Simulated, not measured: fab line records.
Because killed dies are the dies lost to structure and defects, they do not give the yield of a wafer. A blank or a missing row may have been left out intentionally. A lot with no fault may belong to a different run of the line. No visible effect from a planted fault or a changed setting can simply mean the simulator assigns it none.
Which tool is to blame?	flow berkeley-cmos170	7 lots, 21 wafers sampled, at 4 steps of a route of 331

WHAT THE GAUGES READ, wafer by wafer
UCB170_NLDD_CD_MEAS_06 targets a cd of 1200 nm.
lot	measured	on	cd-nm (nm)
L274	day 7 06:16	cd-sem-01	1203.6 1202.0 1203.9
L276	day 8 07:16	cd-sem-01	1199.7 1199.0 1199.9
L279	day 8 17:58	cd-sem-02	1201.8 1200.7 1200.8
L281	day 8 17:31	cd-sem-01	1198.3 1199.0 1199.2
L287	day 10 15:40	cd-sem-02	1200.1 1199.3 1199.2
L295	day 12 18:57	cd-sem-02	1200.4 1199.4 1200.3
L292	day 13 06:11	cd-sem-01	1148.5 1145.5 1147.0

WHAT TOOL EACH LOT RAN ON (gives the tool, then ch and the chambers of the sampled wafers, and finally the start)
lot	UCB170_PVT_STRIP_08	UCB170_GATE_STRIP_16	UCB170_NLDD_EXPOSE_03
L274	plasma-asher-04 ch 0,1, day 6 17:06	plasma-asher-01 ch 0,1, day 7 02:49	krf-scanner-01 ch 0, day 7 05:52
L276	plasma-asher-02 ch 0,1, day 7 01:58	plasma-asher-02 ch 1, day 8 02:56	krf-scanner-02 ch 0, day 8 06:53
L279	plasma-asher-03 ch 0,1, day 7 20:22	plasma-asher-02 ch 0,1, day 8 14:08	krf-scanner-02 ch 0, day 8 17:35
L281	plasma-asher-03 ch 0,1, day 7 20:42	plasma-asher-01 ch 0,1, day 8 14:04	krf-scanner-02 ch 0, day 8 16:57
L287	plasma-asher-03 ch 0,1, day 9 17:15	plasma-asher-04 ch 0,1, day 10 12:40	krf-scanner-01 ch 0, day 10 15:17
L295	plasma-asher-02 ch 0,1, day 12 00:49	plasma-asher-02 ch 0,1, day 12 15:30	krf-scanner-01 ch 0, day 12 18:34
L292	plasma-asher-02 ch 0,1, day 12 05:18	plasma-asher-04 ch 1, day 12 22:58	krf-scanner-02 ch 0, day 13 05:13
- UCB170_PVT_STRIP_08: strips in O2.
- UCB170_GATE_STRIP_16: strips in O2.
- UCB170_NLDD_EXPOSE_03: exposes mask NSELECT, target cd 1200 nm.

THE ANSWER, worked out from the rows above alone
Rule: usual is defined by the lots themselves. Put in order of their means at a reading, lots are off if they are a third of the lots or fewer, leave a main group of 4 or more, and stand apart from it by a gap of 3 or more times the standard deviation of the main group's means; of several such gaps the widest counts. If all means in a main group match to the digits the tables above print for the reading, that group is not used. A lot without any number at a reading at which 4 lots or more have one is off too. Any other lot the step has rows for is counted as sound.
Off at UCB170_NLDD_CD_MEAS_06 (cd-nm): L292. For the main group the mean is 1200.4 nm and the standard deviation 1.4.
A tool fits if, at a process step before that reading, it ran every lot that is off, and no sound lot after the first of them. Those tools and the gauges at UCB170_NLDD_CD_MEAS_06 are tried in the same way. Can't be told from this: 4 tools fit, plasma-asher-02 at UCB170_PVT_STRIP_08, plasma-asher-04 at UCB170_GATE_STRIP_16, krf-scanner-02 at UCB170_NLDD_EXPOSE_03, cd-sem-01 at UCB170_NLDD_CD_MEAS_06.

WHAT HAD BEEN PUT IN BY THE SIMULATOR
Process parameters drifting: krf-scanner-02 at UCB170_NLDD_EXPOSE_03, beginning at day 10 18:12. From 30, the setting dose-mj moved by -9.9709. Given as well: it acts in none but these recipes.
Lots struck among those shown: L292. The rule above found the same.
